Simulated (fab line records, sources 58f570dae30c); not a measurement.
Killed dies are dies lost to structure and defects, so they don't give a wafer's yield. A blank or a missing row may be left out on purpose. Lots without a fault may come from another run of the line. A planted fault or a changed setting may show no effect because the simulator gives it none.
Which tool did it? | flow berkeley_cmos170 | 14 lots, 42 wafers sampled, at 4 steps of a route of 331

WHAT THE GAUGES READ, wafer by wafer
UCB170_M3_CD_MEAS_90: target cd 700 nm.
lot  | measured     | on        | cd_nm (nm)
L239 | day 7 19:01  | cd_sem-02 | 701 700 700
L242 | day 8 08:00  | cd_sem-01 | 703 703 701
L241 | day 8 09:04  | cd_sem-02 | 701 704 706
L243 | day 8 12:38  | cd_sem-02 | 701 701 693
L245 | day 8 17:29  | cd_sem-02 | 700 702 704
L244 | day 8 16:37  | cd_sem-01 | 699 693 701
L246 | day 8 18:11  | cd_sem-02 | 701 702 701
L240 | day 9 03:07  | cd_sem-02 | 702 701 698
L247 | day 9 12:04  | cd_sem-02 | 695 694 695
L249 | day 10 02:19 | cd_sem-02 | 700 702 697
L254 | day 10 19:48 | cd_sem-02 | 705 703 701
L259 | day 11 12:20 | cd_sem-02 | 700 702 699
L258 | day 11 13:07 | cd_sem-01 | 694 694 695
L257 | day 11 15:07 | cd_sem-02 | 699 698 700

UCB170_M3_BOW_MEAS_20.
lot  | measured     | on            | M3_BOW (um)
L239 | day 7 19:08  | film_metro-03 | 24 48 32
L242 | day 8 08:07  | film_metro-03 | 27 43 23
L241 | day 8 09:11  | film_metro-02 | 28 37 39
L243 | day 8 12:46  | film_metro-02 | 32 25 34
L245 | day 8 17:37  | film_metro-01 | 38 42 38
L244 | day 8 16:44  | film_metro-03 | 40 46 30
L246 | day 8 18:19  | film_metro-01 | 48 35 38
L240 | day 9 03:14  | film_metro-02 | 30 29 38
L247 | day 9 12:11  | film_metro-01 | 37 31 45
L249 | day 10 02:26 | film_metro-01 | 44 44 39
L254 | day 10 19:55 | film_metro-03 | 31 29 36
L259 | day 11 12:28 | film_metro-03 | 35 31 35
L258 | day 11 13:14 | film_metro-01 | 40 44 43
L257 | day 11 15:14 | film_metro-03 | 32 36 23

WHICH TOOL RAN EACH LOT (tool, then ch and the chambers of the sampled wafers, then the start)
lot  | UCB170_CONTACT_ETCH_17             | UCB170_V1_CMP_02
L239 | rie_diel-04 ch 0,1,2, day 6 23:11  | cmp-02 ch 1,2,3, day 7 05:13
L242 | rie_diel-02 ch 1,3, day 7 13:07    | cmp-02 ch 1,2, day 7 20:44
L241 | rie_diel-04 ch 0,3, day 7 13:16    | cmp-01 ch 0,2,3, day 7 20:47
L243 | rie_diel-02 ch 0,1,2, day 7 17:30  | cmp-01 ch 0,1,3, day 8 01:37
L245 | rie_diel-03 ch 1,2, day 7 22:20    | cmp-01 ch 1,2,3, day 8 05:44
L244 | rie_diel-02 ch 0,2, day 7 22:53    | cmp-02 ch 1,2,3, day 8 05:44
L246 | rie_diel-04 ch 0,1,3, day 8 00:15  | cmp-02 ch 0,1,3, day 8 06:02
L240 | rie_diel-04 ch 0,1, day 8 06:58    | cmp-01 ch 1,2, day 8 14:32
L247 | rie_diel-02 ch 0,3, day 8 15:33    | cmp-01 ch 2,3, day 8 22:23
L249 | rie_diel-02 ch 1,2, day 9 05:47    | cmp-01 ch 0,2,3, day 9 12:34
L254 | rie_diel-03 ch 0,2, day 10 00:14   | cmp-02 ch 0,1,2, day 10 08:14
L259 | rie_diel-04 ch 0,1,2, day 10 18:01 | cmp-02 ch 0,2,3, day 11 01:46
L258 | rie_diel-02 ch 0,1,3, day 10 18:16 | cmp-02 ch 0,1,3, day 11 02:07
L257 | rie_diel-04 ch 2,3, day 10 19:03   | cmp-02 ch 0,1,3, day 11 02:40
- UCB170_CONTACT_ETCH_17: etches BARC in N2/H2.
- UCB170_V1_CMP_02: polishes SiO2.

WHAT THE TOOLS THEMSELVES READ (means of the sampled wafers that have a number; where no wafer has one, the mark that the record gives instead)
UCB170_CONTACT_ETCH_17.
lot  | tool        | drypump_motor_current_A (A) | oes_product_au (a.u.) | throttle_valve_pct (%)
L239 | rie_diel-04 | 5.9                         | 1.001                 | 13.13
L242 | rie_diel-02 | 5.9                         | 1.003                 | 13.36
L241 | rie_diel-04 | 6.0                         | 1.005                 | 13.27
L243 | rie_diel-02 | 5.7                         | 0.986                 | 13.43
L245 | rie_diel-03 | 6.1                         | 1.021                 | 13.44
L244 | rie_diel-02 | 5.3                         | 0.979                 | 13.53
L246 | rie_diel-04 | 5.9                         | 1.011                 | 13.23
L240 | rie_diel-04 | 5.9                         | 1.012                 | 13.21
L247 | rie_diel-02 | 5.1                         | 0.978                 | 13.58
L249 | rie_diel-02 | 6.1                         | 0.985                 | 13.32
L254 | rie_diel-03 | 5.7                         | 1.001                 | 13.25
L259 | rie_diel-04 | 6.0                         | 1.005                 | 13.14
L258 | rie_diel-02 | 5.5                         | 0.982                 | 13.47
L257 | rie_diel-04 | 5.8                         | 0.993                 | 13.19

UCB170_V1_CMP_02.
lot  | tool   | motor_current_A (A) | platen_rpm (rpm) | slurry_flow_ml_min
L239 | cmp-02 | 15.7                | 59.99            | 150.4
L242 | cmp-02 | 16.1                | 60.02            | 149.5
L241 | cmp-01 | 16.0                | 60.03            | 150.0
L243 | cmp-01 | 16.3                | 60.01            | 150.0
L245 | cmp-01 | 16.4                | 60.02            | 150.3
L244 | cmp-02 | 15.9                | 59.99            | 150.2
L246 | cmp-02 | 16.4                | 59.99            | 149.8
L240 | cmp-01 | 16.4                | 59.98            | 149.6
L247 | cmp-01 | 15.9                | 60.01            | 149.7
L249 | cmp-01 | 16.7                | 59.99            | 150.0
L254 | cmp-02 | 16.7                | 59.98            | 150.0
L259 | cmp-02 | 15.8                | 60.02            | 149.8
L258 | cmp-02 | 16.5                | 60.00            | 150.1
L257 | cmp-02 | 16.6                | 60.01            | 150.1

THE ANSWER, worked out from the rows above alone
Rule: what is usual is taken from the lots themselves. Put in order of their means at a reading, lots are off if they are a third of the lots or fewer, leave a main group of 4 or more, and stand apart from it by a gap of 3 or more times the standard deviation of the main group's means; of several such gaps the widest counts. A main group whose means are all the same, to the digits that the tables above print for the reading, isn't used. A lot without any number at a reading at which 4 lots or more have one is off too. The other lots that the step has rows for count as sound. The gauges are gone through in route order, then the tools' own readings, and for those a lot's mean is taken as printed above. The first step at which some lot is off is used, and at that step the reading that is off furthest; a lot without a number counts as furthest.
No lot is off at any reading shown: from this, nothing can be told.

WHAT THE SIMULATOR HAD PUT IN
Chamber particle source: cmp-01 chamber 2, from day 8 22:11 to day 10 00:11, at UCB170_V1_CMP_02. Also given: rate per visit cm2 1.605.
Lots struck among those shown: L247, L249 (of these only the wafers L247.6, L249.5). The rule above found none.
